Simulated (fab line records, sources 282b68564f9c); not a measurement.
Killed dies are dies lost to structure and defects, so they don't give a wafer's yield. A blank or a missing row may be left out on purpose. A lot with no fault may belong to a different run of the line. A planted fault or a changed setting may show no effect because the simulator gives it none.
What tool caused it?	flow ritCmos	42 wafers from 14 lots sampled at 2 of the route's 202 steps

== WHAT EACH GAUGE READ, for each wafer ==
RIT_ACTIVE_THK_MEAS_02.
lot	measured	on	ACTIVE_OXIDE_THK (nm)
L816	day 1 12:58	filmMetro-04	43.1 43.5 43.5
L817	day 1 17:20	filmMetro-04	46.1 45.7 46.1
L818	day 1 22:53	filmMetro-03	42.9 42.3 42.8
L819	day 2 04:49	filmMetro-03	42.5 44.5 43.9
L821	day 2 16:45	filmMetro-03	43.9 44.5 44.6
L822	day 2 21:06	filmMetro-03	43.2 44.5 43.9
L823	day 2 23:07	filmMetro-04	44.3 45.4 44.8
L824	day 3 04:03	filmMetro-02	58.4 58.6 57.7
L825	day 3 10:36	filmMetro-03	43.1 44.1 43.0
L826	day 3 14:20	filmMetro-04	57.7 58.3 57.8
L828	day 4 00:03	filmMetro-03	43.4 42.7 43.4
L834	day 5 06:14	filmMetro-03	44.2 42.9 43.6
L835	day 5 13:37	filmMetro-02	42.4 42.8 42.1
L838	day 6 03:01	filmMetro-03	44.7 44.1 45.3

== WHICH TOOL RAN EACH LOT (tool, then ch and the chambers of the sampled wafers, then the start) ==
lot	RIT_ACTIVE_OXIDATION_01
L816	furnace-04 ch 0, day 1 11:02
L817	furnace-01 ch 0, day 1 15:24
L818	furnace-04 ch 0, day 1 20:56
L819	furnace-03 ch 0, day 2 02:53
L821	furnace-01 ch 0, day 2 14:49
L822	furnace-01 ch 0, day 2 19:08
L823	furnace-04 ch 0, day 2 21:10
L824	furnace-01 ch 0, day 3 02:07
L825	furnace-03 ch 0, day 3 08:40
L826	furnace-01 ch 0, day 3 12:23
L828	furnace-03 ch 0, day 3 22:07
L834	furnace-04 ch 0, day 5 04:17
L835	furnace-03 ch 0, day 5 11:41
L838	furnace-03 ch 0, day 6 01:05
- RIT_ACTIVE_OXIDATION_01: target thk 46.8 nm, ox time 3360 s.

== WHAT THE TOOLS THEMSELVES READ (means of the sampled wafers that have a number; where no wafer has one, the mark that the record gives instead) ==
RIT_ACTIVE_OXIDATION_01.
lot	tool	oxTempCMax	spikeTcSourceC (C)
L816	furnace-04	998.7	1019.1
L817	furnace-01	997.2	1021.3
L818	furnace-04	997.5	1018.5
L819	furnace-03	997.5	1017.5
L821	furnace-01	997.4	1020.2
L822	furnace-01	997.3	1019.9
L823	furnace-04	997.0	1018.3
L824	furnace-01	997.2	1020.9
L825	furnace-03	997.0	1018.4
L826	furnace-01	998.0	1020.5
L828	furnace-03	997.7	1017.7
L834	furnace-04	997.5	1018.8
L835	furnace-03	997.7	1017.6
L838	furnace-03	997.7	1019.0

== THE ANSWER, worked out from the rows above alone ==
Rule: the usual values come from the lots themselves. The widest of any qualifying gaps counts: lots, ordered by their means at a reading, are off when they make up no more than a third of the lots, leave a main group of 4 or more, and stand apart from it by 3 or more times the standard deviation of that group's means. Not used: any main group whose means are identical at the precision the tables above print for the reading. A lot without any number at a reading at which 4 lots or more have one is off too. The other lots that the step has rows for count as sound. After the gauges, taken in route order, come the tools' own readings; for these a lot's mean is taken, as printed above. The first step at which some lot is off is used, and at that step the reading that is off furthest; a lot without a number counts as furthest.
Off: L824, L826, at RIT_ACTIVE_THK_MEAS_02 (ACTIVE_OXIDE_THK). For the main group the mean is 43.8 nm and the standard deviation 0.95.
If a tool, at a process step before that reading, ran all the lots that are off and no sound lot after the first of them, it fits. The gauges at RIT_ACTIVE_THK_MEAS_02 are tried like those tools. One fits: furnace-01 at RIT_ACTIVE_OXIDATION_01. A fault onset in the window from L822 (day 2 19:08, its last sound lot) to L824 (day 3 02:07, its first lot off) fits.

== WHAT THE SIMULATOR HAD INSERTED ==
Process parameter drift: furnace-01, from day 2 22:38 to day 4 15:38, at RIT_ACTIVE_OXIDATION_01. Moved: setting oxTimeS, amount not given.
Shown lots that were struck: L824, L826. The rule above found the same.
